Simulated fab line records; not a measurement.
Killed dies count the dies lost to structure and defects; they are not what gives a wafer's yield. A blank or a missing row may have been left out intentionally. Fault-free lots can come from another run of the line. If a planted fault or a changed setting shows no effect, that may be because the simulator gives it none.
Problem report, 8D (eight disciplines) form, completed by code ; flow ritCmos ; the parts of the form that need people (team, actions taken, sign-off) are left out

== 1. WHAT WENT WRONG ==
Wafers free of any fault read 0.0737 ohm/sq (standard deviation 0.00093) for M1_AL_RS at RIT_M1_RS_MEAS_01, against a mean of 0.0659 ohm/sq on 3 wafers of 2 lots. That is -8.4 standard deviations from the usual mean.
The step: measures by four-point-probe.
The first sign was on wafer L527.4 at day 5 07:35, on filmMetro-02. The record holds 18 wafers of 6 lots with a number at this step. Rule for "out", or "out of limits": more than 4 standard deviations from the usual mean. The other wafers with a number count as sound.

== 2. WHAT IT IS; WHAT IT IS NOT ==
question;is;is not
which readings at this step;M1_AL_RS;-
which lots;L527, L528;L522, L523, L539, L540
which wafers of those lots;L527.4, L528.1, L528.5;L527.1, L527.3, L528.3
read on which gauges;filmMetro-01, filmMetro-02;filmMetro-03
when;from day 5 07:35;"up to then (8 sound wafers); but 7 sound wafers of L528, L539, L540 came after"

== 3. WHAT RULES OUT EACH SUSPECT ==
Counting: any tool at a process step up to the reading remains a suspect provided it ran every lot that is out. Sound lots after the first of them don't rule it out here, since some wafers of a struck lot are sound.
- the gauge at RIT_M1_RS_MEAS_01: ruled out. 2 gauges (filmMetro-01, filmMetro-02) read the wafers that are out.
- plasmaAsher-01 at RIT_CONTACT_STRIP_12 (strips in O2, time 180 s): kept. It ran every lot that is out, first L527 (day 5 06:37); its last sound lot up to then is L522 (day 4 07:14).
- pvdSputter-03 at RIT_M1_SPUTTER_00 (material Al, target thk 400 nm, time 500 s): kept. It ran every lot that is out, first L527 (day 5 07:17); its last sound lot up to then is L523 (day 4 11:04).
The count leaves pvdSputter-03 at RIT_M1_SPUTTER_00 and plasmaAsher-01 at RIT_CONTACT_STRIP_12.

== 4. THE CAUSE (what the simulator had put in) ==
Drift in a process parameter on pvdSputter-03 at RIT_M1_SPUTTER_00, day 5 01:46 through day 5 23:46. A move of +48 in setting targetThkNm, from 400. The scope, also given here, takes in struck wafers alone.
Counting leaves 2 suspects; this tool is one of them.

== 5. SEQUENCE OF EFFECTS, ordered by route ==
One row per reading whose mean, taken over the struck wafers that have a number, lies over 3 standard deviations from the usual. Scope: only readings with a usual standard deviation given in the record; hours: median across lots of the time from each lot's start at the first step in this table that gives one to its start at this step; sigmas: change in usual standard deviations.
hours;step;reading;usual;on struck wafers;change;sigmas
0;RIT_M1_RS_MEAS_01;M1_AL_RS;0.0737 ohm/sq;0.0659;-0.0078;-8.4
0;RIT_M1_THK_MEAS_02;M1_AL_THK;399 nm;442;+43;+8.3
2;RIT_M1_METAL_ETCH_12;oesProductAu;0.770 a.u.;0.822;+0.052;+4.7
The process steps in it:
- RIT_M1_METAL_ETCH_12: etches Al in Cl2/BCl3, stops on SiO2, time 165 s, target depth 600 nm.
Later steps that measure or inspect, where all struck wafers having a row at the step show a number for every such reading and not one has moved that far: RIT_M1_CD_MEAS_09, RIT_M1_OVL_MEAS_10.

== 6. WHAT WOULD HAVE CAUGHT IT SOONER ==
6 hours passed between the start of the fault at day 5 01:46 and the first reading out of limits at a measuring or inspecting step in this record, taken at day 5 07:35.
Of the tool readings at RIT_M1_SPUTTER_00 for which the record gives a usual standard deviation, none was out on any struck wafer, so an alarm limit of 4 standard deviations on them would not have fired.
Of the lots that are out (2), L528 began RIT_M1_SPUTTER_00 on pvdSputter-03 after day 5 07:35. Holding the tool at that time would have saved it.
